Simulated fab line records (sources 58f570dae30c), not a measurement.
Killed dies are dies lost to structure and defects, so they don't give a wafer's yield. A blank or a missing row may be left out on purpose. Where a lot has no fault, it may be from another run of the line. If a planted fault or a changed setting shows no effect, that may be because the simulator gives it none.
Code-filled problem report in 8D (eight disciplines) form || flow berkeley_cmos170 || the parts of the form that need people (team, actions taken, sign-off) are left out

## 1. THE PROBLEM
Wafers without a fault read 3000.2 rpm, standard deviation 2.3; spin_speed_rpm at UCB170_M3_COAT_09 reads a mean of 3402.3 rpm on 5 wafers belonging to 2 lots. So: +99 or more standard deviations from the usual mean.
Earliest sighting: wafer L355.2 on litho_track-04 at day 13 07:04. The record holds 17 wafers of 6 lots with a number at this step. By rule, "out" or "out of limits" means more than 4 standard deviations away from the usual mean. All remaining wafers that have a number are taken as sound.

## 2. WHAT THIS IS AND IS NOT
{"question": "which readings at this step", "is": "spin_speed_rpm", "is not": "dispense_pressure_kPa, exhaust_pa"}
{"question": "which lots", "is": "L355, L359", "is not": "L338, L350, L354, L360"}
{"question": "which wafers of those lots", "is": "all that have a number", "is not": "-"}
{"question": "read on which tools", "is": "litho_track-04", "is not": "litho_track-01"}
{"question": "when", "is": "from day 13 07:04", "is not": "up to then (9 sound wafers); but 3 sound wafers of L360 came after"}

## 3. WHAT RULES OUT EACH SUSPECT
Counting: any tool at a process step up to the reading is kept as a suspect provided that every lot that is out went through it and no sound lot did after the first of them.
- plasma_asher-02 at UCB170_V2_STRIP_15 (strips in O2): kept. It ran every lot that is out, first L355 (day 13 05:32), and no sound lot after that.
- litho_track-04 at UCB170_M3_COAT_09: kept. Every lot that is out went through it, starting with L355 (day 13 07:04), and after that it ran no sound lot; the last sound lot it ran before then is L338 (day 8 18:06). Its own readings are out on those wafers: spin_speed_rpm.
The count leaves litho_track-04 at UCB170_M3_COAT_09 and plasma_asher-02 at UCB170_V2_STRIP_15.

## 4. THE CAUSE (what the simulator had put in)
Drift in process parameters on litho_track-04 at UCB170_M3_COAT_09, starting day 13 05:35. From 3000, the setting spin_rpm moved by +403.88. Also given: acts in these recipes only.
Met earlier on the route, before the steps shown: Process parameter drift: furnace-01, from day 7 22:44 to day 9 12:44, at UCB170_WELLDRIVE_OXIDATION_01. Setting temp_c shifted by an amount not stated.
Of the 2 suspects that counting leaves, this tool is one.

## 5. THE CHAIN OF EFFECTS, in route order
Rows list readings where the struck wafers' mean (over those with a number) sits beyond 3 standard deviations from the usual. Only readings for which the record gives a usual standard deviation are gone through. hours: the time from each lot's start at the first step in this table that gives one to its start at this step, as a median over the lots. sigmas: the change in usual standard deviations.
{"hours": 0, "step": "UCB170_M3_COAT_09", "reading": "spin_speed_rpm", "usual": "3000.2 rpm", "on struck wafers": 3402.3, "change": "+402.1", "sigmas": "+99 or more"}
Here are the process steps it includes:
- UCB170_M3_COAT_09

## 6. WHAT WOULD HAVE CAUGHT IT SOONER
In this record the first reading out of limits was taken at day 13 07:04, 1 hour after the fault began at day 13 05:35.
